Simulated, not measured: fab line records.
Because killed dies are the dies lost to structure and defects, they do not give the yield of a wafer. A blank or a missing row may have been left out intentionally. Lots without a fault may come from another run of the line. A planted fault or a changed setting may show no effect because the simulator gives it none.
Struck lot and sound lot, side by side	flow berkeley cmos170	14 out of 331 route steps
Sound: these wafers, L263.2, L263.4, L263.6. The struck wafers were L269.2, L269.3, L269.5. The cause is named last.
Each step with rows lists, per side, the tool, then ch with its chambers, then its first start. Under that, the readings that differ: sound wafers	struck wafers	difference of the means	sigmas: that difference in standard deviations of wafers without a fault.
alike: same words and numbers on both sides, and readings whose means sit less than 2 such deviations apart. not compared: any withheld reading, any reading some wafer has no value for, any bound like >300 that may hide the same value, and any number with overlapping values for which the record gives no deviation.
The two part at a step that has a row with sigmas, a row that says differs or no value, or rows on one side only. Non-overlapping numbers with no deviation appear without sigmas and do not part them. A reading missing from all wafers of one side parts the sides only when that side holds two or more wafers.

UCB170_NLDD_STRIP_10: strips in O2.
  sound on plasma asher-04 ch 1, day 9 17:37; struck on plasma asher-04 ch 0,1, day 10 14:44
  alike: drypump motor current A, oes product au, strip time to endpoint s
  not compared: rf hours counter h
UCB170_NLDD_TW_MEAS_11:
  struck on film metro-01, day 10 14:51; sound on film metro-02, day 9 17:43
reading	sound	struck	difference	sigmas
NLDD_TW	2192 2192 2190	2224 2237 2224	+37	+2
then, 1 step without rows for these wafers: UCB170_NLDD_CLEAN_12 (cleans in SPM, time 600 s).
UCB170_SPACER_CVD_00: deposits SiO2 from TEOS/O2, target thk 376 nm, time 47 s.
  sound on pecvd-01 ch 0,2, day 9 17:56; struck on pecvd-02 ch 0,1, day 10 15:04
reading	sound	struck	difference	sigmas
heater power w (W)	336 344 340	287 160 200	-124	-2
  alike: rf fwd power W
UCB170_SPACER_THK_MEAS_01:
  struck on film metro-04, day 10 15:08; sound on film metro-04, day 9 17:59
  alike: SPACER_TEOS_THK
then, 1 step without rows for these wafers: UCB170_SPACER_ANNEAL_02 (time 1800 s).
UCB170_SPACER_ETCHBACK_03: etches SiO2 in CHF3/CF4/Ar, stops on Si, target depth 376 nm, time 100 s.
  sound on rie diel-02 ch 0,1,3, day 9 22:21; struck on rie diel-01 ch 2,3, day 10 22:48
  alike: drypump motor current A, oes product au, rf fwd power W, throttle valve pct
  not compared: rf hours counter h
then, 5 steps without rows for these wafers: UCB170_PSD_HMDS_00 (prime time 60 s); UCB170_PSD_COAT_01 (resist thk 900 nm); UCB170_PSD_SOFTBAKE_02 (time 60 s); UCB170_PSD_EXPOSE_03 (exposes mask PSELECT MOD, target cd 1200 nm); UCB170_PSD_PEB_04.
UCB170_PSD_DEVELOP_05: develop time 45 s.
  sound on litho track-03 ch 0, day 9 23:00; struck on litho track-02, day 11 00:00
  no value came back on the struck wafers for chill plate temp C (C), develop time s (s); on the sound wafers chill plate temp C (C) reads 22.92 23.01 23.18
reading	sound	struck	difference	sigmas
model.KrF_of_PSD_COAT_01.thk nm (nm)	883.6 886.7 887	901.1 900.7 899.6	+14.7	
UCB170_PSD_CD_MEAS_06: the cd target is 1200 nm.
  struck on cd sem-02, day 11 00:32; sound on cd sem-02, day 9 23:17
reading	sound	struck	difference	sigmas
cd nm (nm)	1200.4 1201.1 1200.8	- - -	no value on the struck wafers	

## WHERE THEY PART
Last at UCB170_PSD_CD_MEAS_06 as far as this record goes, first at UCB170_NLDD_TW_MEAS_11.

WHY: whatever the simulator had introduced
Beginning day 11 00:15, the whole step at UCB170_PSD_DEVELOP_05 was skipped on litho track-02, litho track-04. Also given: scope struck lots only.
